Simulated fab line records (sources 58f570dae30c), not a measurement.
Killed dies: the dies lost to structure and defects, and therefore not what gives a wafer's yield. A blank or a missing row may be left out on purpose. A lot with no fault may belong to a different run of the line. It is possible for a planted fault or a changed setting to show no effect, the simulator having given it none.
A struck lot beside a sound one ; flow berkeleyCmos170 ; 43 out of 331 route steps
Sound: the wafers L290.1, L290.2, L290.5. Wafers struck: L301.1, L301.3, L301.4. The cause is given at the end.
Per side, at each step with rows, come the tool, then ch with its chambers, and then its first start. Under that, the readings that differ: sound wafers ; struck wafers ; difference of the means ; sigmas: that difference in standard deviations of wafers without a fault.
alike: readings with means less than 2 such deviations apart, plus words and numbers identical on both sides. not compared: withheld readings, readings lacking a value on some wafer, bounds such as >300 that could conceal the same value, and numbers that have no deviation in the record and whose values overlap.
Wherever a step has rows on one side only, a row that says differs or no value, or a row with sigmas, the two part there. When numbers do not overlap yet have no deviation, they are printed without sigmas and do not part them. A reading that every wafer of one side lacks parts them only if that side has two wafers or more.

first, 4 steps without rows for these wafers: UCB170_PWELL_WET_ETCH_19 (etches Si3N4 in H3PO4, time 14400 s); UCB170_PWELL_WET_ETCH_20 (etches SiO2 in BOE, time 22 s); UCB170_WELLDRIVE_CLEAN_00 (cleans in SPM, time 600 s); UCB170_WELLDRIVE_OXIDATION_01 (target thk 199 nm, ox time 9000 s).
UCB170_WELLDRIVE_THK_MEAS_02:
  struck on filmMetro-04, day 6 15:15; sound on filmMetro-01, day 4 08:32
reading;sound;struck;difference;sigmas
WELLDRIVE_OXIDE_THK (nm);204 203 205;189 192 195;-12;-3
then, 5 steps without rows for these wafers: UCB170_WELLDRIVE_ANNEAL_03 (time 900 s); UCB170_WELLDRIVE_WET_ETCH_04 (etches SiO2 in BOE, time 120 s); UCB170_ACTIVE_CLEAN_00 (cleans in SPM, time 600 s); UCB170_ACTIVE_CLEAN_01 (cleans in dHF, time 60 s); UCB170_ACTIVE_OXIDATION_02 (target thk 26.4 nm, ox time 1260 s).
UCB170_ACTIVE_THK_MEAS_03:
  struck on filmMetro-04, day 7 02:12; sound on filmMetro-03, day 4 23:41
  alike: ACTIVE_OXIDE_THK
then, 1 step without rows for these wafers: UCB170_ACTIVE_ANNEAL_04 (time 900 s).
UCB170_ACTIVE_CVD_05: deposits Si3N4 from SiH2Cl2/NH3, target thk 220 nm, time 3300 s.
  sound on lpcvd-02 ch 0, day 5 03:25; struck on lpcvd-01 ch 0, day 7 11:20
  alike: zonePowerLoadPct, zonePowerSourcePct
UCB170_ACTIVE_THK_MEAS_06:
  struck on filmMetro-01, day 7 13:16; sound on filmMetro-01, day 5 06:17
  alike: ACTIVE_NITRIDE_THK
then, 6 steps without rows for these wafers: UCB170_ACTIVE_HMDS_07 (prime time 60 s); UCB170_ACTIVE_COAT_08 (resist thk 900 nm); UCB170_ACTIVE_SOFTBAKE_09 (time 60 s); UCB170_ACTIVE_EXPOSE_10 (exposes mask ACTIVE, target cd 1200 nm); UCB170_ACTIVE_PEB_11; UCB170_ACTIVE_DEVELOP_12 (develop time 45 s).
UCB170_ACTIVE_CD_MEAS_13 targets a cd of 1200 nm.
  struck on cdSem-01, day 7 15:12; sound on cdSem-01, day 5 07:19
  alike: cdNm
UCB170_ACTIVE_OVL_MEAS_14:
  struck on overlay-01, day 7 15:19; sound on overlay-01, day 5 07:26
  alike: ACTIVE_OVL
UCB170_ACTIVE_ETCH_15: etches Si3N4 in CH3F/Ar/O2, stops on SiO2, target depth 242 nm, time 151 s.
  sound on rieDiel-01 ch 2,3, day 5 07:29; struck on rieDiel-02 ch 0,1,3, day 7 15:22
  alike: drypumpMotorCurrentA, oesProductAu, throttleValvePct
  not compared: rfHoursCounterH
UCB170_ACTIVE_STRIP_16: strips in O2.
  sound on plasmaAsher-02 ch 0,1, day 5 07:35; struck on plasmaAsher-03 ch 0,1, day 7 15:28
reading;sound;struck;difference;sigmas
stripTimeToEndpointS (s);17.98 17.95 17.91;18.22 18.27 18.21;+0.29;+4
  alike: drypumpMotorCurrentA, oesProductAu
  not compared: rfHoursCounterH
UCB170_ACTIVE_CD_MEAS_90 targets a cd of 1200 nm.
  struck on cdSem-02, day 7 15:34; sound on cdSem-02, day 5 07:41
  alike: cdNm
then, 7 steps without rows for these wafers: UCB170_ACTIVE_CLEAN_17 (cleans in SPM, time 600 s); UCB170_PFIELD_HMDS_00 (prime time 60 s); UCB170_PFIELD_COAT_01 (resist thk 900 nm); UCB170_PFIELD_SOFTBAKE_02 (time 60 s); UCB170_PFIELD_EXPOSE_03 (exposes mask PFIELD, target cd 1500 nm); UCB170_PFIELD_PEB_04; UCB170_PFIELD_DEVELOP_05 (develop time 45 s).
UCB170_PFIELD_OVL_MEAS_06:
  struck on overlay-01, day 7 17:30; sound on overlay-02, day 5 10:23
  alike: PFIELD_OVL
next, for these wafers, 1 step has no rows: UCB170_PFIELD_IMPLANT_07.
UCB170_PFIELD_STRIP_08: strips in O2.
  sound on plasmaAsher-02 ch 0,1, day 5 10:34; struck on plasmaAsher-02 ch 0,1, day 7 17:41
  alike: drypumpMotorCurrentA, oesProductAu, stripTimeToEndpointS
  not compared: rfHoursCounterH
UCB170_PFIELD_TW_MEAS_09:
  struck on filmMetro-02, day 7 17:47; sound on filmMetro-02, day 5 10:40
  alike: PFIELD_TW
then, 2 steps without rows for these wafers: UCB170_FIELD_CLEAN_00 (cleans in dHF, time 7.5 s); UCB170_FIELD_OXIDATION_01 (target thk 558.3 nm, ox time 7200 s).
UCB170_FIELD_THK_MEAS_02:
  struck on filmMetro-02, day 8 02:05; sound on filmMetro-03, day 5 19:41
  alike: FIELD_OXIDE_THK
then, 3 steps without rows for these wafers: UCB170_FIELD_ANNEAL_03 (time 1200 s); UCB170_FIELD_WET_ETCH_04 (etches SiO2 in dHF, time 60 s); UCB170_FIELD_WET_ETCH_05 (etches Si3N4 in H3PO4, time 12600 s).
-- the record jumps here: 4 days lie between the struck wafers' starts before and after (it left off in module FIELD and takes up again in module M3, whose first step shown is number 331 of the route) --
UCB170_M3_PROBE_99:
  record: rows for the struck wafers here (prober-01, day 12 05:08), none for the sound ones

## WHERE THEY PART
First at UCB170_WELLDRIVE_THK_MEAS_02; last, within this record, at UCB170_M3_PROBE_99.

WHY: what the simulator had put in
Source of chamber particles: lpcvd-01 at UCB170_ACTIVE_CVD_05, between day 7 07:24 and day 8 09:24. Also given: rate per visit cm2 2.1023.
